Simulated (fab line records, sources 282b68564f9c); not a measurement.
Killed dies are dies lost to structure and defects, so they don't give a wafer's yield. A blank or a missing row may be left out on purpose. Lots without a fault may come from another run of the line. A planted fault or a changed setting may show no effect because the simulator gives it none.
A struck lot beside a sound one | flow rit_cmos | 26 steps out of a route of 202
Sound: wafers L759.2, L759.3, L759.5. Struck: wafers L771.3, L771.4, L771.5. The cause comes at the end.
At each step with rows: each side's tool, then ch and its chambers, then its first start. Under that, the readings that differ: sound wafers | struck wafers | difference of the means | sigmas: that difference in standard deviations of wafers without a fault.
alike: readings whose means differ by less than 2 such deviations, and words and numbers that are the same on both sides. not compared: withheld readings, readings that some wafer has no value for, bounds like >300 that may hide the same value, and numbers for which the record gives no deviation and whose values overlap.
The two part at a step that has a row with sigmas, a row that says differs or no value, or rows on one side only. Numbers that don't overlap but have no deviation are shown without sigmas and don't part them. A reading that every wafer of one side lacks parts them only if that side has two wafers or more.

first, 2 steps without rows for these wafers: RIT_REOX_CLEAN_02 (cleans in SC2, time 600 s); RIT_REOX_OXIDATION_03 (target thk 25.2 nm, ox time 5580 s).
RIT_REOX_THK_MEAS_04:
  sound on film_metro-01, day 3 09:07; struck on film_metro-01, day 5 20:19
  reading             | sound          | struck         | difference | sigmas
  REOX_OXIDE_THK (nm) | 25.2 25.0 24.4 | 25.8 25.5 25.7 | +0.8       | +2
then, 6 steps without rows for these wafers: RIT_NLDD_HMDS_00 (prime time 60 s); RIT_NLDD_COAT_01 (resist thk 1000 nm); RIT_NLDD_SOFTBAKE_02 (time 60 s); RIT_NLDD_EXPOSE_03 (exposes mask M7, target cd 40700 nm); RIT_NLDD_PEB_04; RIT_NLDD_DEVELOP_05 (develop time 50 s).
RIT_NLDD_OVL_MEAS_06:
  sound on overlay-01, day 3 10:14; struck on overlay-02, day 5 21:14
  alike: NLDD_OVL
then, 2 steps without rows for these wafers: RIT_NLDD_HARDBAKE_07 (time 60 s); RIT_NLDD_IMPLANT_08.
RIT_NLDD_STRIP_09: strips in O2, time 180 s.
  sound on plasma_asher-04 ch 0,1, day 3 10:34; struck on plasma_asher-03 ch 0,1, day 5 21:40
  no value came back on the struck wafers for chamber_pressure_mTorr (mTorr), drypump_motor_current_A (A); on the sound wafers chamber_pressure_mTorr (mTorr) reads 4001 4000 4004
  reading                                   | sound | struck            | difference | sigmas
  model.NOVOLAK_of_NLDD_COAT_01.thk_nm (nm) | 0 0 0 | 885.1 886.6 886.1 | +885.9     |
  not compared: rf_hours_counter_h
RIT_NLDD_TW_MEAS_10:
  sound on film_metro-01, day 3 10:46; struck on film_metro-01, day 5 21:49
  alike: NLDD_TW
then, 6 steps without rows for these wafers: RIT_PLDD_HMDS_00 (prime time 60 s); RIT_PLDD_COAT_01 (resist thk 1000 nm); RIT_PLDD_SOFTBAKE_02 (time 60 s); RIT_PLDD_EXPOSE_03 (exposes mask M8, target cd 40900 nm); RIT_PLDD_PEB_04; RIT_PLDD_DEVELOP_05 (develop time 50 s).
RIT_PLDD_OVL_MEAS_06:
  sound on overlay-02, day 3 11:41; struck on overlay-02, day 5 22:43
  alike: PLDD_OVL
then, 2 steps without rows for these wafers: RIT_PLDD_HARDBAKE_07 (time 60 s); RIT_PLDD_IMPLANT_08.
RIT_PLDD_STRIP_09: strips in O2, time 180 s.
  sound on plasma_asher-01 ch 0,1, day 3 12:01; struck on plasma_asher-04 ch 0,1, day 5 23:05
  alike: chamber_pressure_mTorr, drypump_motor_current_A
  not compared: rf_hours_counter_h
RIT_PLDD_TW_MEAS_10:
  sound on film_metro-01, day 3 12:13; struck on film_metro-01, day 5 23:14
  reading | sound          | struck   | difference | sigmas
  PLDD_TW | 2358 2346 2346 | 30 30 30 | -2320      | -99 or more
then, 1 step without rows for these wafers: RIT_SPACER_CLEAN_00 (cleans in SC1, time 574.3 s).

WHERE THEY PART
First at RIT_REOX_THK_MEAS_04; last, within this record, at RIT_PLDD_TW_MEAS_10.

WHY: what the simulator had put in
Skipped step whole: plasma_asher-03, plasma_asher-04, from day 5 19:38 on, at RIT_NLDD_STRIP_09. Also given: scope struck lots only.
